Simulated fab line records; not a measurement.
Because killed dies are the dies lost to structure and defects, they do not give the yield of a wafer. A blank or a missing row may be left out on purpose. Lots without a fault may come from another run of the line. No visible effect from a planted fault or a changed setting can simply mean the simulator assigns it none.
Struck lot and sound lot, side by side    flow berkeley-cmos170    20 out of 331 route steps
Sound: wafers L217.1, L217.2, L217.6. Wafers L226.2, L226.3, L226.5 were the ones struck. The cause is named last.
Order at every step that has rows: each side's tool, ch and its chambers, its first start. Under that, the readings that differ: sound wafers    struck wafers    difference of the means    sigmas: that difference in standard deviations of wafers without a fault.
alike: readings whose means differ by less than 2 such deviations, and words and numbers that are the same on both sides. not compared: withheld readings, readings that some wafer has no value for, bounds like >300 that may hide the same value, and numbers for which the record gives no deviation and whose values overlap.
A row with sigmas, a row that says differs or no value, or rows on one side alone: a step with any of these is where the two part. When numbers do not overlap yet have no deviation, they are printed without sigmas and do not part them. A reading missing from all wafers of one side parts the sides only when that side holds two or more wafers.

UCB170_PLDD_CD_MEAS_06 targets a cd of 1200 nm.
  sound on cd-sem-01 at day 6 04:50; struck on cd-sem-01 at day 8 11:38
  alike: cd-nm
UCB170_PLDD_OVL_MEAS_07:
  sound on overlay-02 at day 6 04:58; struck on overlay-01 at day 8 11:44
  alike: PLDD_OVL
then, 2 steps without rows for these wafers: UCB170_PLDD_IMPLANT_08; UCB170_PLDD_IMPLANT_09.
UCB170_PLDD_STRIP_10: strips in O2.
  sound on plasma-asher-01 ch 0,1, day 6 05:18; struck on plasma-asher-04 ch 0,1, day 8 12:04
  alike: drypump-motor-current-A, oes-product-au, strip-time-to-endpoint-s
  not compared: rf-hours-counter-h
UCB170_PLDD_TW_MEAS_11:
  sound on film-metro-01 at day 6 05:24; struck on film-metro-04 at day 8 12:11
  alike: PLDD_TW
then, 6 steps without rows for these wafers: UCB170_PLDD_CLEAN_12 (cleans in SPM, time 600 s); UCB170_NLDD_HMDS_00 (prime time 60 s); UCB170_NLDD_COAT_01 (resist thk 900 nm); UCB170_NLDD_SOFTBAKE_02 (time 60 s); UCB170_NLDD_EXPOSE_03 (exposes mask NSELECT, target cd 1200 nm); UCB170_NLDD_PEB_04.
UCB170_NLDD_DEVELOP_05: develop time 45 s.
  sound on litho-track-01 ch 0, day 6 06:00; struck on litho-track-01 ch 0, day 8 13:00
UCB170_NLDD_CD_MEAS_06 targets a cd of 1200 nm.
  sound on cd-sem-01 at day 6 06:30; struck on cd-sem-01 at day 8 14:08
reading     sound                 struck                difference  sigmas
cd-nm (nm)  1199.4 1198.6 1199.0  1184.5 1182.6 1183.6  -15.4       -12
  not compared: hold
UCB170_NLDD_OVL_MEAS_07:
  sound on overlay-01 at day 6 06:37; struck on overlay-01 at day 8 17:53
reading  sound  struck                                                                      difference                    sigmas
hold     - - -  await-dispo/3.6h/release await-dispo/3.6h/release await-dispo/3.6h/release  no value on the sound wafers  
  alike: NLDD_OVL
then, 2 steps without rows for these wafers: UCB170_NLDD_IMPLANT_08; UCB170_NLDD_IMPLANT_09.
UCB170_NLDD_STRIP_10: strips in O2.
  sound on plasma-asher-03 ch 0,1, day 6 06:58; struck on plasma-asher-02 ch 0,1, day 8 18:13
  alike: drypump-motor-current-A, oes-product-au, strip-time-to-endpoint-s
  not compared: rf-hours-counter-h
UCB170_NLDD_TW_MEAS_11:
  sound on film-metro-03 at day 6 07:04; struck on film-metro-01 at day 8 18:32
reading  sound           struck    difference  sigmas
NLDD_TW  2232 2221 2224  30 30 30  -2196       -99 or more
  not compared: hold
after that, 1 step had no rows for these wafers: UCB170_M3_PROBE_99.

## WHERE THEY PART
First at UCB170_NLDD_CD_MEAS_06; last, within this record, at UCB170_NLDD_TW_MEAS_11.

WHY: whatever the simulator had introduced
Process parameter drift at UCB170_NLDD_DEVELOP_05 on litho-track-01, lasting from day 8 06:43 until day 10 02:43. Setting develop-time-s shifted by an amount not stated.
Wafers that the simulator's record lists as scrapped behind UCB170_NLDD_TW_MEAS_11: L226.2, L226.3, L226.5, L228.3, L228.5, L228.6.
